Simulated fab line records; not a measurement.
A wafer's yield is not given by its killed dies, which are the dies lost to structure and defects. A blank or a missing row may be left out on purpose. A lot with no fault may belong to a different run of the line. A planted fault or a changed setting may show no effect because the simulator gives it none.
One fault through the eyes of 2 desks | flow berkeley-cmos170 | each desk has only its own numbers; what lay behind them comes last

METROLOGY DESK
What the gauges read for every lot (on any tool): the sampled wafers with a number, averaged. Any lot whose mean is over 4 standard deviations away from the usual mean is out of limits and marked OUT; that distance is given in the brackets.
Columns: A = M1_OVL at UCB170_M1_OVL_MEAS_10, usual -5 nm; B = M3_OVL at UCB170_M3_OVL_MEAS_16, usual 0 nm; C = M3_BOW at UCB170_M3_BOW_MEAS_20, usual 36 um
lot  | first seen here | A   | B  | C
L431 | day 6 18:52     | -9  | -5 | 42
L435 | day 7 19:58     | -7  | 7  | 31
L436 | day 7 20:13     | -1  | -7 | 33
L437 | day 8 06:10     | -5  | 0  | 35
L440 | day 9 00:11     | -9  | 2  | 36
L439 | day 9 00:27     | -6  | 1  | 36
L442 | day 9 01:11     | -5  | 3  | 43
L441 | day 9 01:20     | -1  | -4 | 30
L446 | day 9 23:19     | -10 | -0 | 35
L449 | day 10 15:32    | -7  | 2  | 31
L450 | day 10 23:04    | -1  | -2 | 32
L452 | day 11 16:27    | -6  | 8  | 42
L453 | day 11 17:50    | -2  | -1 | 31
L451 | day 11 18:51    | -6  | -6 | 30
This desk found nothing out of limits on any of the 14 lots.

AT THE TOOL OWNER'S DESK: plasma-asher-03
The tool's own readings at UCB170_M3_STRIP_19 (strips in O2): means of the sampled wafers that have a number, for each lot that ran on this tool. Any lot whose mean is over 4 standard deviations away from the usual mean is out of limits and marked OUT; that distance is given in the brackets.
Columns: A = chamber-pressure-mTorr at UCB170_M3_STRIP_19, usual 3500.4 mTorr; B = drypump-motor-current-A at UCB170_M3_STRIP_19, usual 5.8 A; C = oes-product-au at UCB170_M3_STRIP_19, usual 0.561 a.u.
lot  | first seen here | A      | B   | C
L436 | day 8 13:11     | 3499.9 | 5.5 | 0.557
L437 | day 9 01:31     | 3500.1 | 5.5 | 0.552
L449 | day 11 10:00    | 3500.0 | 5.6 | 0.564
L452 | day 12 13:07    | 3500.6 | 5.5 | 0.552
This desk found nothing out of limits on any of the 4 lots.

PUT TOGETHER
At the metrology desk, nothing out of limits was observed.
Nothing out of limits was seen by the tool owner's desk.

WHAT WAS PUT IN BY THE SIMULATOR
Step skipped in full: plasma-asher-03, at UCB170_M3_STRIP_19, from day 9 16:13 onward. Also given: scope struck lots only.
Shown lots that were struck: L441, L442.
